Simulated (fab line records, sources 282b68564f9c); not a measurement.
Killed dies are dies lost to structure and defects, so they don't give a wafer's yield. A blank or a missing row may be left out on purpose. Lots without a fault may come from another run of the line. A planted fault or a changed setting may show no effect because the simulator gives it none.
fab line records | flow rit_cmos
record lots=14 wafers=42 last_day=7
route steps=202 shown NLDD@112 PLDD@123 PSD@148 CONTACT@174
lots that met no fault: from a run of the same line without faults
start_h: hours from the record's first day to the start of the lot's first wafer shown | wait_h: hours since the lot's step before | " the same as in the row above | L1.1+2: a row that stands for several wafers | - no value, or no start given | * or withheld: withheld | < > ~ a bound
route shown NAME@n: a module of which the file shows steps, and the number in the route of the first | usual: mean/standard deviation of fault-free wafers | same: alike in all rows | chamber/n: place in a boat | sites: the reading at each site | _std_site: their standard deviation | _edge_site: outer sites' mean less inner sites' | radius_mm: how far each site lies from the wafer's centre | mask NAME#n: copy n | behind: the tool/chamber that last shaped the wafer | hold: why the lot was held/for how many hours/how that ended | device: the transistor (n, p or np) that didn't switch | end of line: the same wafers' tests at the end of the route | a step without rows: its recipe alone | killed: dies lost to structure and defects at the first sort, not the wafer's yield | map: a wafer's dies, x killed, . not, _ none there
set.NAME: the setting as run; set.NAME@STEP: as run at that earlier step | model.NAME: the simulator's own value behind a step, which no gauge read
steps of the route over a sample of lots; a table a step, a row a wafer
services: from which hour (start_h, from the record's first day; less than 0 if before it) a tool's chamber was out of use, for how many hours, and why
## steps
# step RIT_NLDD_STRIP_09
# recipe chemistry=O2 time_s=180 resist=NOVOLAK platen_temp_c=withheld power_w=500 pressure_mtorr=4000 o2_flow_sccm=4000
# usual drypump_motor_current_A=6.0/0.4 rf_refl_power_W=7.1/2
# same time_s=180
# columns lot.wafer tool chamber start_h wait_h drypump_motor_current_A rf_hours_counter_h rf_refl_power_W
L972.3 plasma_asher-02 1 58.43 0.1 5.7 - 4.8
L972.5 " 0 " " 6.3 - 8.6
L972.6 " 1 " " 5.6 - 5.0
L973.2 plasma_asher-02 0 64.15 0.1 6.3 27 8.9
L973.4 " 1 " " 5.7 - 5.0
L973.6 " 0 " " 6.3 - 8.7
L975.1 plasma_asher-01 1 69.53 0.1 5.7 40 7.4
L975.2 " 0 " " 5.6 40 4.3
L975.3 " 1 " " 5.7 - 7.8
L976.1 plasma_asher-04 1 72.16 0.1 6.6 42 10.1
L976.3 " 0 " " 5.7 - 5.7
L976.6 " 1 " " 6.6 - 9.9
L977.3 plasma_asher-02 1 80.91 0.1 5.6 - 5.1
L977.4 " 0 " " 6.3 - 9.5
L977.5 " 0 " " 6.3 - 9.4
L983.2 plasma_asher-01 0 102.37 0.1 5.6 43 4.5
L983.3 " 0 " " 5.6 - 4.2
L983.6 " 0 " " 5.6 - 4.3
L984.2 plasma_asher-02 0 105.85 0.1 6.3 34 8.7
L984.4 " 0 " " 6.3 - 8.4
L984.6 " 0 " " 6.4 - 8.4
L987.2 plasma_asher-01 1 118.57 0.1 5.7 0 7.4
L987.3 " 0 " " 5.6 - 4.3
L987.6 " 0 " " 5.6 - 4.3
L988.2 plasma_asher-02 0 123.53 0.1 6.4 36 9.0
L988.3 " 1 " " 5.7 - 4.8
L988.6 " 0 " " 6.3 - 8.9
L989.1 plasma_asher-02 0 126.38 0.1 6.3 37 8.8
L989.2 " 1 " " 5.7 37 5.1
L989.4 " 1 " " 5.7 - 5.3
L990.3 plasma_asher-04 1 133.51 0.1 6.6 - 9.7
L990.4 " 0 " " 5.7 - 5.6
L990.6 " 1 " " 6.6 - 10.4
L991.1 plasma_asher-02 0 137.42 0.1 6.3 38 9.1
L991.2 " 1 " " 5.6 38 5.1
L991.5 " 0 " " 6.3 - 8.7
L993.4 plasma_asher-04 1 151.95 0.1 6.7 - 10.3
L993.5 " 1 " " 6.6 - 10.1
L993.6 " 0 " " 5.7 - 5.6
L995.1 plasma_asher-04 1 160.91 0.1 6.6 52 10.4
L995.5 " 1 " " 6.6 - 9.9
L995.6 " 0 " " 5.8 - 5.7
# step RIT_PLDD_STRIP_09
# recipe chemistry=O2 time_s=180 resist=NOVOLAK platen_temp_c=withheld power_w=500 pressure_mtorr=4000 o2_flow_sccm=4000
# usual drypump_motor_current_A=6.0/0.35 rf_refl_power_W=8.1/1.9
# same time_s=180
# columns lot.wafer tool chamber start_h wait_h drypump_motor_current_A rf_hours_counter_h rf_refl_power_W
L972.3 plasma_asher-03 1 59.85 0.1 6.0 - 8.9
L972.5 " 1 " " 6.0 - 9.1
L972.6 " 0 " " 5.7 - 9.2
L973.2 plasma_asher-03 1 65.84 0.1 6.0 39 9.1
L973.4 " 0 " " 5.7 - 9.4
L973.6 " 1 " " 6.0 - 9.3
L975.1 plasma_asher-02 1 71.08 0.1 5.7 28 5.3
L975.2 " 0 " " 6.4 28 9.1
L975.3 " 1 " " 5.6 - 5.1
L976.1 plasma_asher-04 0 73.59 0.1 5.7 42 5.7
L976.3 " 0 " " 5.7 - 5.7
L976.6 " 1 " " 6.6 - 9.9
L977.3 plasma_asher-03 0 82.33 0.1 5.7 - 9.8
L977.4 " 1 " " 6.0 - 9.0
L977.5 " 1 " " 6.0 - 9.1
L983.2 plasma_asher-03 1 103.95 0.1 6.0 45 9.1
L983.3 " 1 " " 6.0 - 9.1
L983.6 " 1 " " 6.0 - 9.3
L984.2 plasma_asher-03 1 107.48 0.1 6.0 45 9.2
L984.4 " 0 " " 5.7 - 9.5
L984.6 " 0 " " 5.6 - 9.8
L987.2 plasma_asher-03 1 120.13 0.1 6.0 47 9.1
L987.3 " 1 " " 5.9 - 9.0
L987.6 " 1 " " 6.0 - 9.1
L988.2 plasma_asher-02 0 125.07 0.1 6.4 36 8.9
L988.3 " 0 " " 6.4 - 9.0
L988.6 " 0 " " 6.4 - 8.0
L989.1 plasma_asher-04 0 127.94 0.1 5.7 49 5.5
L989.2 " 1 " " 6.7 49 9.7
L989.4 " 1 " " 6.6 - 9.7
L990.3 plasma_asher-02 0 135.06 0.1 6.4 - 8.6
L990.4 " 1 " " 5.7 - 5.3
L990.6 " 0 " " 6.3 - 9.2
L991.1 plasma_asher-02 1 138.89 0.1 5.7 38 5.1
L991.2 " 0 " " 6.4 38 8.2
L991.5 " 0 " " 6.3 - 8.5
L993.4 plasma_asher-04 0 153.49 0.1 5.7 - 5.6
L993.5 " 1 " " 6.6 - 9.7
L993.6 " 0 " " 5.7 - 5.8
L995.1 plasma_asher-03 1 162.46 0.1 6.0 51 9.3
L995.5 " 1 " " 6.0 - 9.0
L995.6 " 0 " " 5.7 - 9.5
# step RIT_PSD_OVL_MEAS_06
# usual PSD_OVL=-0.9/1.2
# columns lot.wafer tool chamber start_h wait_h PSD_OVL[nm]
L972.3 overlay-01 - 65.41 - -1.4
L972.5 " - " " 0.5
L972.6 " - " " -0.6
L973.2 overlay-01 - 71.31 - -2.2
L973.4 " - " " -2.1
L973.6 " - " " -1.2
L975.1 overlay-01 - 76.90 - 0.3
L975.2 " - " " -2.4
L975.3 " - " " -2.3
L976.1 overlay-01 - 80.18 - -0.6
L976.3 " - " " -0.6
L976.6 " - " " -0.5
L977.3 overlay-01 - 87.71 - -0.8
L977.4 " - " " -2.6
L977.5 " - " " 0.1
L983.2 overlay-01 - 109.99 - -0.6
L983.3 " - " " -1.4
L983.6 " - " " -1.8
L984.2 overlay-02 - 112.82 - 0.0
L984.4 " - " " 0.1
L984.6 " - " " -0.5
L987.2 overlay-02 - 125.15 - -1.5
L987.3 " - " " -2.1
L987.6 " - " " -2.8
L988.2 overlay-02 - 130.27 - 0.9
L988.3 " - " " 0.2
L988.6 " - " " -2.7
L989.1 overlay-01 - 133.19 - 0.3
L989.2 " - " " -1.3
L989.4 " - " " -0.3
L990.3 overlay-01 - 140.32 - -1.4
L990.4 " - " " -1.9
L990.6 " - " " -1.3
L991.1 overlay-02 - 144.09 - -0.1
L991.2 " - " " 0.0
L991.5 " - " " -1.4
L993.4 overlay-02 - 158.63 - -2.5
L993.5 " - " " -2.1
L993.6 " - " " -1.6
L995.1 overlay-01 - 167.81 - -2.3
L995.5 " - " " -1.8
L995.6 " - " " -0.6
# step RIT_CONTACT_PEB_06
# recipe resist=NOVOLAK temp_c=withheld time_s=withheld
# usual chill_plate_temp_C=* exhaust_pa=44.7/0.85
# columns lot.wafer tool chamber start_h wait_h chill_plate_temp_C exhaust_pa
L972.3 litho_track-01 0 68.12 0.1 * 43.2
L972.5 " 0 " " * 44.3
L972.6 " 0 " " * 44.3
L973.2 litho_track-01 0 74.13 0.1 * 46.8
L973.4 " 0 " " * 46.0
L973.6 " 0 " " * 44.0
L975.1 litho_track-04 0 79.84 0.1 * 44.5
L975.2 " 0 " " * 46.2
L975.3 " 0 " " * 44.5
L976.1 litho_track-04 0 83.09 0.1 * 44.0
L976.3 " 0 " " * 45.9
L976.6 " 0 " " * 46.6
L977.3 litho_track-04 0 90.54 0.1 * 44.9
L977.4 " 0 " " * 43.8
L977.5 " 0 " " * 45.5
L983.2 litho_track-04 - 113.08 0.4 - -
L983.3 " - " " - -
L983.6 " - " " - -
L984.2 litho_track-03 - 115.69 0.1 - -
L984.4 " - " " - -
L984.6 " - " " - -
L987.2 litho_track-03 0 128.00 0.1 * 44.8
L987.3 " 0 " " * 43.9
L987.6 " 0 " " * 44.1
L988.2 litho_track-03 0 133.12 0.1 * 44.0
L988.3 " 0 " " * 43.6
L988.6 " 0 " " * 44.6
L989.1 litho_track-03 0 136.00 0.1 * 43.6
L989.2 " 0 " " * 46.7
L989.4 " 0 " " * 44.6
L990.3 litho_track-04 0 143.15 0.1 * 43.5
L990.4 " 0 " " * 43.9
L990.6 " 0 " " * 44.6
L991.1 litho_track-03 0 146.89 0.1 * 43.8
L991.2 " 0 " " * 45.1
L991.5 " 0 " " * 44.3
L993.4 litho_track-04 0 161.49 0.1 * 46.2
L993.5 " 0 " " * 45.9
L993.6 " 0 " " * 45.6
L995.1 litho_track-01 0 170.51 0.1 * 43.3
L995.5 " 0 " " * 43.9
L995.6 " 0 " " * 42.9
## services
# columns tool chamber start_h hours kind
plasma_asher-03 - 43.92 2.2 repair
plasma_asher-04 - 57.13 14.6 pm
plasma_asher-01 - 80.55 13.0 repair
plasma_asher-01 - 108.75 9.0 pm
plasma_asher-01 0 108.75 9.0 vent_cycle
plasma_asher-01 1 108.75 9.0 vent_cycle
plasma_asher-01 0 117.75 - clean
plasma_asher-01 1 117.75 - clean
plasma_asher-03 - 145.20 0.4 repair
plasma_asher-04 - 157.55 2.8 pm
## key
first_sign step=RIT_CONTACT_PEB_06 reading=tool_record direction=missing
effect none on later readings
met_at RIT_CONTACT_PEB_06
struck_lots L983,L984
sort_left_out L983.2,L983.3,L983.6,L984.2,L984.4,L984.6
tester_left_out L983,L984
not_acting_at RIT_NLDD_STRIP_09,RIT_PLDD_STRIP_09,RIT_PSD_OVL_MEAS_06
onset_between 90.54 113.08
fault kind=skipped_step_whole tool=litho_track-03,litho_track-04 chamber=- onset_h=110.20 steps=RIT_CONTACT_PEB_06 scope=struck_lots_only
# tester_left_out: of these lots the tester's yield and bins aren't shown, on N5 and GAA mostly nor the transistor test; their killed dies are dies lost to structure and defects alone, not to doping, threshold or leakage, so they don't give the yield
# sort_left_out: the simulated sort isn't trusted on such a fault, so these wafers' sort isn't shown, and their yield isn't known
